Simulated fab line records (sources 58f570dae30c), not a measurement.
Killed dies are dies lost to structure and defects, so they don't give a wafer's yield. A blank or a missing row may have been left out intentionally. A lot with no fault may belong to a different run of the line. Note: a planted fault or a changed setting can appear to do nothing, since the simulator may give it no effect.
Split-lot study | flow berkeleyCmos170 | 23 wafers read across 5 lots, on a route 331 steps long

## THE SPLIT
At UCB170_ACTIVE_CVD_05 (deposits Si3N4 from SiH2Cl2/NH3, target thk 220 nm, time 3300 s), the setting nh3FlowSccm was moved away from the recipe's 75 sccm on 20 of the 23 wafers read, by -9.2% to +10.0%. All remaining wafers had this setting at the recipe value.

## FROM THE SPLIT TO THE READING: what the file shows between them, 3 steps
- UCB170_PFIELD_COAT_01: resist thk 900 nm (also split here: resistThkNm)
- UCB170_PFIELD_IMPLANT_07 (also split here: energyKev)
- UCB170_PFIELD_STRIP_08: strips in O2

## THE READING
Si3N4_of_ACTIVE_CVD_05.thkNm (the simulator's own value, which no gauge read), in nm, at UCB170_FIELD_CLEAN_00 (cleans in dHF, time 7.5 s). No usual value for it is given in the file. Here, 3 wafers ran the recipe; their average is 218.8 nm with a standard deviation of 0.24 nm.

wafer  | tool, chamber at the split | nh3FlowSccm as run, sccm | against the recipe | Si3N4_of_ACTIVE_CVD_05.thkNm, nm | against lot-mates on the recipe
L079.2 | lpcvd-02, 0                | 75                       | recipe             | 218.5                            | -
L079.3 | lpcvd-02, 0                | 75                       | recipe             | 218.8                            | -
L079.6 | lpcvd-02, 0                | 75                       | recipe             | 219.1                            | -
L080.2 | -, -                       | 77.96                    | +3.9%              | 227.6                            | no lot-mate on the recipe
L080.3 | -, -                       | 77.96                    | +3.9%              | 228.3                            | no lot-mate on the recipe
L080.4 | -, -                       | 77.96                    | +3.9%              | 227.8                            | no lot-mate on the recipe
L080.5 | -, -                       | 77.96                    | +3.9%              | 228.5                            | no lot-mate on the recipe
L080.6 | -, -                       | 77.96                    | +3.9%              | 227.9                            | no lot-mate on the recipe
L083.1 | -, -                       | 81.23                    | +8.3%              | 237.8                            | no lot-mate on the recipe
L083.2 | -, -                       | 81.23                    | +8.3%              | 235.3                            | no lot-mate on the recipe
L083.4 | -, -                       | 81.23                    | +8.3%              | 234.8                            | no lot-mate on the recipe
L083.5 | -, -                       | 81.23                    | +8.3%              | 236.2                            | no lot-mate on the recipe
L083.6 | -, -                       | 81.23                    | +8.3%              | 236.3                            | no lot-mate on the recipe
L084.1 | -, -                       | 68.09                    | -9.2%              | 207                              | no lot-mate on the recipe
L084.2 | -, -                       | 68.09                    | -9.2%              | 207.9                            | no lot-mate on the recipe
L084.3 | -, -                       | 68.09                    | -9.2%              | 206.5                            | no lot-mate on the recipe
L084.6 | -, -                       | 68.09                    | -9.2%              | 206.5                            | no lot-mate on the recipe
L084.4 | -, -                       | 68.09                    | -9.2%              | 207.1                            | no lot-mate on the recipe
L085.1 | -, -                       | 82.53                    | +10.0%             | 238.9                            | no lot-mate on the recipe
L085.3 | -, -                       | 82.53                    | +10.0%             | 237                              | no lot-mate on the recipe
L085.4 | -, -                       | 82.53                    | +10.0%             | 238.4                            | no lot-mate on the recipe
L085.5 | -, -                       | 82.53                    | +10.0%             | 239.2                            | no lot-mate on the recipe
L085.6 | -, -                       | 82.53                    | +10.0%             | 238.6                            | no lot-mate on the recipe

THE FIT
A straight line over all 23 wafers: Si3N4_of_ACTIVE_CVD_05.thkNm changes by +1.66 nm for each +1% of nh3FlowSccm; r = +0.99; the points scatter about the line by 1.4 nm.
Too few moved wafers with a lot-mate on the recipe to fit a line net of each lot's own level.

## THE FILE'S OWN FIT
Si3N4_of_ACTIVE_CVD_05.thkNm changes by +1.66 nm for each +1% of nh3FlowSccm, r = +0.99.
